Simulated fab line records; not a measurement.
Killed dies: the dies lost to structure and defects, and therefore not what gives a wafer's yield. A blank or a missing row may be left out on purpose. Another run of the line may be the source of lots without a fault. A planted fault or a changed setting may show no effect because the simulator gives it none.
A lot that was struck, set against a sound lot ; flow berkeleyCmos170 ; 16 steps out of a route of 331
Sound: the wafers L865.1, L865.5, L865.6. Struck: wafers L871.2, L871.3, L871.4. The cause comes at the end.
Each step with rows lists, per side, the tool, then ch with its chambers, then its first start. Under that, the readings that differ: sound wafers ; struck wafers ; difference of the means ; sigmas: that difference in standard deviations of wafers without a fault.
alike: readings whose means differ by less than 2 such deviations, and words and numbers that are the same on both sides. not compared: withheld readings, readings that some wafer has no value for, bounds like >300 that may hide the same value, and numbers for which the record gives no deviation and whose values overlap.
Wherever a step has rows on one side only, a row that says differs or no value, or a row with sigmas, the two part there. Numbers that have no deviation but don't overlap get no sigmas and don't part them. Lack of a reading on every wafer of one side parts them only where that side has two or more wafers.

UCB170_ACTIVE_OVL_MEAS_14:
  sound on overlay-01, day 4 14:52; struck on overlay-01, day 6 06:44
  alike: ACTIVE_OVL
UCB170_ACTIVE_ETCH_15: etches Si3N4 in CH3F/Ar/O2, stops on SiO2, target depth 242 nm, time 151 s.
  sound on rieDiel-01 ch 0,1, day 4 14:53; struck on rieDiel-02 ch 0,2, day 6 06:46
  alike: chamberPressureMTorr, drypumpMotorCurrentA, oesProductAu, throttleValvePct
  not compared: rfHoursCounterH
UCB170_ACTIVE_STRIP_16: strips in O2.
  sound on plasmaAsher-04 ch 0,1, day 4 14:59; struck on plasmaAsher-02 ch 0,1, day 6 06:52
reading;sound;struck;difference;sigmas
drypumpMotorCurrentA (A);6.2 6.2 6.3;5.1 4.8 5.1;-1.2;-2
  alike: chamberPressureMTorr, o2FlowSccm, oesProductAu, stripTimeToEndpointS
  not compared: rfHoursCounterH
UCB170_ACTIVE_CD_MEAS_90: target cd 1200 nm.
  sound on cdSem-02, day 4 15:05; struck on cdSem-01, day 6 06:59
  alike: cdNm
then, 7 steps without rows for these wafers: UCB170_ACTIVE_CLEAN_17 (cleans in SPM, time 600 s); UCB170_PFIELD_HMDS_00 (prime time 60 s); UCB170_PFIELD_COAT_01 (resist thk 900 nm); UCB170_PFIELD_SOFTBAKE_02 (time 60 s); UCB170_PFIELD_EXPOSE_03 (exposes mask PFIELD, target cd 1500 nm); UCB170_PFIELD_PEB_04; UCB170_PFIELD_DEVELOP_05 (develop time 45 s).
UCB170_PFIELD_OVL_MEAS_06:
  sound on overlay-01, day 4 16:22; struck on overlay-01, day 6 11:43
  alike: PFIELD_OVL
UCB170_PFIELD_IMPLANT_07:
  sound on implanter-02 ch 0, day 4 16:23; struck on implanter-03 ch 0, day 6 11:49
reading;sound;struck;difference;sigmas
implantIonAmu;11 11 11;31 31 31;+20;
model.implant.rpNm (nm);265.2 265.2 265.2;99.5 99.5 99.5;-165.7;
model.implant.drpNm (nm);74.86 74.86 74.86;37.93 37.93 37.93;-36.93;
  alike: tiltDeg
UCB170_PFIELD_STRIP_08: strips in O2.
  sound on plasmaAsher-03 ch 0,1, day 4 16:32; struck on plasmaAsher-04 ch 0,1, day 6 11:56
  alike: chamberPressureMTorr, drypumpMotorCurrentA, o2FlowSccm, oesProductAu, stripTimeToEndpointS
  not compared: rfHoursCounterH
UCB170_PFIELD_TW_MEAS_09:
  sound on filmMetro-01, day 4 16:41; struck on filmMetro-02, day 6 12:03
reading;sound;struck;difference;sigmas
PFIELD_TW;608 607 610;1346 1348 1344;+738;+99 or more
then, 1 step without rows for these wafers: UCB170_FIELD_CLEAN_00 (cleans in dHF, time 7.5 s).

== WHERE THEY PART ==
First at UCB170_ACTIVE_STRIP_16; last, within this record, at UCB170_PFIELD_TW_MEAS_09.

WHY: the cause the simulator had injected
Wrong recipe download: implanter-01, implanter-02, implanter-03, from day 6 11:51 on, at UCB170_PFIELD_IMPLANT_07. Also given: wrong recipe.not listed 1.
